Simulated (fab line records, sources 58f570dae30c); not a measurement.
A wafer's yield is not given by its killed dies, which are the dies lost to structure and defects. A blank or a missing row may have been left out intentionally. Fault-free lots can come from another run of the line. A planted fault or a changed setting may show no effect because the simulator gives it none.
A lot that was struck, set against a sound lot ; flow berkeley cmos170 ; 15 out of 331 route steps
Sound: wafers L786.1, L786.4, L786.5. The struck wafers were L796.4, L796.5, L796.6. The cause comes at the end.
At each step with rows: each side's tool, then ch and its chambers, then its first start. Under that, the readings that differ: sound wafers ; struck wafers ; difference of the means ; sigmas: that difference in standard deviations of wafers without a fault.
alike: readings whose means differ by less than 2 such deviations, and words and numbers that are the same on both sides. not compared: withheld readings, readings that some wafer has no value for, bounds like >300 that may hide the same value, and numbers for which the record gives no deviation and whose values overlap.
A row with sigmas, a row that says differs or no value, or rows on one side alone: a step with any of these is where the two part. Non-overlapping numbers with no deviation appear without sigmas and do not part them. Lack of a reading on every wafer of one side parts them only where that side has two or more wafers.

first, 2 steps without rows for these wafers: UCB170_NLDD_IMPLANT_08; UCB170_NLDD_IMPLANT_09.
UCB170_NLDD_STRIP_10: strips in O2.
  sound on plasma asher-03 ch 0,1, day 7 15:51; struck on plasma asher-02 ch 0,1, day 10 00:33
  alike: drypump motor current A, o2 flow sccm, oes product au, strip time to endpoint s
  not compared: rf hours counter h
UCB170_NLDD_TW_MEAS_11:
  sound on film metro-03, day 7 15:57; struck on film metro-03, day 10 00:38
  alike: NLDD_TW
then, 1 step without rows for these wafers: UCB170_NLDD_CLEAN_12 (cleans in SPM, time 600 s).
UCB170_SPACER_CVD_00: deposits SiO2 from TEOS/O2, target thk 376 nm, time 47 s.
  sound on pecvd-02 ch 0,2, day 7 16:12; struck on pecvd-01 ch 0,1,2, day 10 00:52
reading;sound;struck;difference;sigmas
heater power w (W);143 196 152;255 339 328;+144;+2
  alike: rf fwd power W, susceptor temp C
UCB170_SPACER_THK_MEAS_01:
  sound on film metro-02, day 7 16:14; struck on film metro-01, day 10 00:55
  alike: SPACER_TEOS_THK
then, 1 step without rows for these wafers: UCB170_SPACER_ANNEAL_02 (time 1800 s).
UCB170_SPACER_ETCHBACK_03: etches SiO2 in CHF3/CF4/Ar, stops on Si, target depth 376 nm, time 100 s.
  sound on rie diel-01 ch 0,3, day 7 20:27; struck on rie diel-01 ch 0,1,2, day 10 07:49
  alike: drypump motor current A, oes product au, rf fwd power W, throttle valve pct
  not compared: rf hours counter h
then, 3 steps without rows for these wafers: UCB170_PSD_HMDS_00 (prime time 60 s); UCB170_PSD_COAT_01 (resist thk 900 nm); UCB170_PSD_SOFTBAKE_02 (time 60 s).
UCB170_PSD_EXPOSE_03: exposes mask PSELECT MOD, target cd 1200 nm.
  sound on krf scanner-02 ch 0, day 7 21:38; struck on krf scanner-02 ch 0, day 10 08:56
reading;sound;struck;difference;sigmas
exposure dose mJ cm2;30.01 30.04 30.03;29.62 29.64 29.64;-0.39;-11
  alike: mask
next, for these wafers, 1 step has no rows: UCB170_PSD_PEB_04.
UCB170_M3_PROBE_99:
  the record has rows for the sound wafers here (prober-02, day 9 02:10) and none for the struck ones

## WHERE THEY PART
At UCB170_SPACER_CVD_00 first; at UCB170_M3_PROBE_99 last (within this record only).

WHY: the cause the simulator had injected
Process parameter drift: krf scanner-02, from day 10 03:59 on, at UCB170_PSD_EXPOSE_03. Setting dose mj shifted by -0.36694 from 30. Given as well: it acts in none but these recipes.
